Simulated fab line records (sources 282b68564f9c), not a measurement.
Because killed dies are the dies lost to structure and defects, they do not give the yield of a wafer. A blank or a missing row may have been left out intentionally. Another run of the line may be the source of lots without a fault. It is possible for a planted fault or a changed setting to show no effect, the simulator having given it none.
Problem report, 8D (eight disciplines) form, completed by code :: flow ritCmos :: the parts of the form that need people (team, actions taken, sign-off) are left out

## 1. THE PROBLEM
PRETRO_TW at RIT_PRETRO_TW_MEAS_10 reads a mean of 445.1 on 6 wafers of 2 lots; wafers without a fault read 478.7 with a standard deviation of 2.5. That puts it -13 standard deviations away from the usual mean.
Earliest sighting: wafer L313.2 on filmMetro-03 at day 4 12:45. The record holds 42 wafers of 14 lots with a number at this step. By rule, "out" or "out of limits" means more than 4 standard deviations away from the usual mean. The rest of the wafers with a number are treated as sound.

## 2. WHAT IT IS; WHAT IT IS NOT
question: which readings at this step
is: PRETRO_TW
is not: -

question: which lots
is: L313, L317
is not: L303, L304, L305, L306, L307, L308, L311, L315, L323, L324, L325, L326

question: which wafers of those lots
is: all that have a number
is not: -

question: read on which gauges
is: filmMetro-03
is not: filmMetro-01, filmMetro-02

question: when
is: from day 4 12:45
is not: up to then (21 sound wafers); but 15 sound wafers of L315, L323, L324, L325, L326 came after

## 3. THE SUSPECTS, EACH WITH WHAT RULES IT OUT
Counting: any tool at a process step up to the reading is kept as a suspect provided that every lot that is out went through it and no sound lot did after the first of them.
- the gauge at RIT_PRETRO_TW_MEAS_10: ruled out. All the wafers that are out were read on filmMetro-03, but those of them that RIT_PRETRO_IMPLANT_08 has rows for are out there too, on other tools.
- implanter-03 at RIT_PRETRO_IMPLANT_08: kept. All lots that are out passed through it, beginning with L313 at day 4 12:26, and no sound lot followed; its final sound lot before that point was L311 at day 4 04:32. Its own readings are out on those wafers: beamEnergyKeV.
After counting, what remains is implanter-03 at RIT_PRETRO_IMPLANT_08.

## 4. THE CAUSE (what the simulator had put in)
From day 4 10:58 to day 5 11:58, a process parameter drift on implanter-03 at RIT_PRETRO_IMPLANT_08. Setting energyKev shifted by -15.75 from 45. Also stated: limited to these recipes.
After counting, this tool was the only one left.

## 5. SEQUENCE OF EFFECTS, ordered by route
Rows list readings where the struck wafers' mean (over those with a number) sits beyond 3 standard deviations from the usual. Only readings for which the record gives a usual standard deviation are gone through. hours: the time from each lot's start at the first step in this table that gives one to its start at this step, as a median over the lots. sigmas: the change in usual standard deviations.
hours: 0
step: RIT_PRETRO_IMPLANT_08
reading: beamEnergyKeV
usual: 45.001
on struck wafers: 29.230
change: -15.771
sigmas: -99 or more

hours: 0
step: RIT_PRETRO_TW_MEAS_10
reading: PRETRO_TW
usual: 478.7
on struck wafers: 445.1
change: -33.6
sigmas: -13
Process steps it contains:
- RIT_PRETRO_IMPLANT_08
At these later measuring or inspecting steps, every struck wafer for which the step has a row has a number for every such reading, and none has moved that far: RIT_FOX2_THK_MEAS_91.

## 6. HOW IT WOULD HAVE BEEN CAUGHT EARLIER
2 hours passed between the start of the fault at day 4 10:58 and the first reading out of limits at a measuring or inspecting step in this record, taken at day 4 12:45.
Tool's own readings at RIT_PRETRO_IMPLANT_08, beamEnergyKeV: out on all struck wafers the step has rows for; an alarm limit on them would have tripped on the first.
Among the 2 lots that are out, L317 began RIT_PRETRO_IMPLANT_08 on implanter-03 after day 4 12:45. A tool hold placed at that time would have kept it from harm.
